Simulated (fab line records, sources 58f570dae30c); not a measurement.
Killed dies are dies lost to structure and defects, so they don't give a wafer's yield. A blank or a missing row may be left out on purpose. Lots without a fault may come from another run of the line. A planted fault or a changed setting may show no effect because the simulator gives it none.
Chamber matching | flow berkeley_cmos170 | UCB170_V2_CMP_02 on cmp-01: 4 sister chambers
The step polishes SiO2. 4 wafers are shown with their chamber, then 7 later ones without.

WAFERS WITH THEIR CHAMBER
wafer  | chamber | motor_current_A (A)
L534.3 | 3       | 14.4
L538.1 | 0       | 16.7
L539.3 | 1       | 15.1
L539.4 | 2       | 15.3

WAFERS WITHOUT THEIR CHAMBER
wafer  | motor_current_A (A)
L539.6 | 13.9
L543.2 | 14.9
L543.4 | 13.8
L543.5 | 13.0
L546.1 | 16.6
L546.2 | 15.4
L546.3 | 15.2

WHICH CHAMBER EACH WENT THROUGH
wafer  | from the rows above               | in truth
L539.6 | can't be placed: 3 or 1 or 2      | 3
L543.2 | can't be placed: 1 or 2 or 3      | 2
L543.4 | can't be placed: 3 or 1 or 2      | 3
L543.5 | can't be placed: 3 or 1 or 2      | 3
L546.1 | can't be placed: 0 or 2           | 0
L546.2 | can't be placed: 2 or 1 or 3 or 0 | 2
L546.3 | can't be placed: 1 or 2 or 3      | 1
Placed correctly: 0 of 7. Can't be placed from these rows: 7 (the true chamber is among the candidates in 7). Placed wrongly: 0.
How it was worked out, from the rows above alone: a wafer's distance from a chamber is the root of the sum, over the readings, of the square of ((its reading less the chamber's mean) divided by the reading's scatter). The wafer belongs to the nearest chamber; if the next one is less than 2 further off, it can't be placed. A chamber's mean is the mean of its shown wafers. The scatter: with one shown wafer a chamber, the root of the mean of the squares of how far each hidden wafer lies from its nearest shown one.
